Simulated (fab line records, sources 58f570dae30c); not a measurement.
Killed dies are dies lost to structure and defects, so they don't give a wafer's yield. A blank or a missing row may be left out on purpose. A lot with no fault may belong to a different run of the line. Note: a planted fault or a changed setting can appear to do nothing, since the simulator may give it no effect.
One fault seen from 2 desks + flow berkeley-cmos170 + what lay behind the numbers comes last; until then each desk has only its own

## AT THE METROLOGY DESK
What the gauges read, lot by lot, whatever tool the lot ran on: means of the sampled wafers that have a number. Any lot whose mean is over 4 standard deviations away from the usual mean is out of limits and marked OUT; that distance is given in the brackets.
Columns: A = M3_AL_THK at UCB170_M3_THK_MEAS_03, usual 914 nm; B = M3_OVL at UCB170_M3_OVL_MEAS_16, usual 0 nm
| lot  | first seen here | A   | B   |
|------|-----------------|-----|-----|
| L874 | day 9 01:11     | 908 | 8   |
| L873 | day 9 04:02     | 905 | 2   |
| L875 | day 9 16:44     | 904 | 4   |
| L880 | day 10 07:38    | 925 | 3   |
| L878 | day 10 08:59    | 898 | 9   |
| L877 | day 10 09:15    | 918 | -10 |
| L879 | day 10 09:28    | 909 | -4  |
| L882 | day 11 04:18    | 922 | -0  |
| L884 | day 11 22:22    | 917 | 0   |
| L890 | day 13 22:11    | 904 | -6  |
| L892 | day 13 23:14    | 924 | 7   |
| L891 | day 13 23:32    | 919 | 3   |
| L893 | day 14 21:50    | 927 | -2  |
| L894 | day 14 22:13    | 910 | 1   |
| L895 | day 15 09:25    | 917 | 1   |
This desk found nothing out of limits on any of the 15 lots.

## FOR THE TOOL OWNER'S DESK: furnace-04
The tool's own readings at UCB170_NWELL_OXIDATION_01 (target thk 26.4 nm, ox time 1260 s): means of the sampled wafers that have a number, for each lot that ran on this tool. Any lot whose mean is over 4 standard deviations away from the usual mean is out of limits and marked OUT; that distance is given in the brackets.
Columns: A = tube-center-temp-C at UCB170_NWELL_OXIDATION_01, usual 1000 C; B = zone-power-centre-pct at UCB170_NWELL_OXIDATION_01, usual 51.1 %; C = zone-power-load-pct at UCB170_NWELL_OXIDATION_01, usual 36 %
| lot  | first seen here | A    | B    | C  |
|------|-----------------|------|------|----|
| L890 | day 5 22:20     | 1000 | 54.9 | 35 |
| L891 | day 6 02:37     | 1000 | 53.8 | 36 |
| L892 | day 6 02:37     | 1000 | 54.4 | 36 |
This desk found nothing out of limits on any of the 3 lots.

## TAKEN TOGETHER
Nothing out of limits was seen by the metrology desk.
Nothing out of limits was seen by the tool owner's desk.

## WHAT HAD BEEN PUT IN BY THE SIMULATOR
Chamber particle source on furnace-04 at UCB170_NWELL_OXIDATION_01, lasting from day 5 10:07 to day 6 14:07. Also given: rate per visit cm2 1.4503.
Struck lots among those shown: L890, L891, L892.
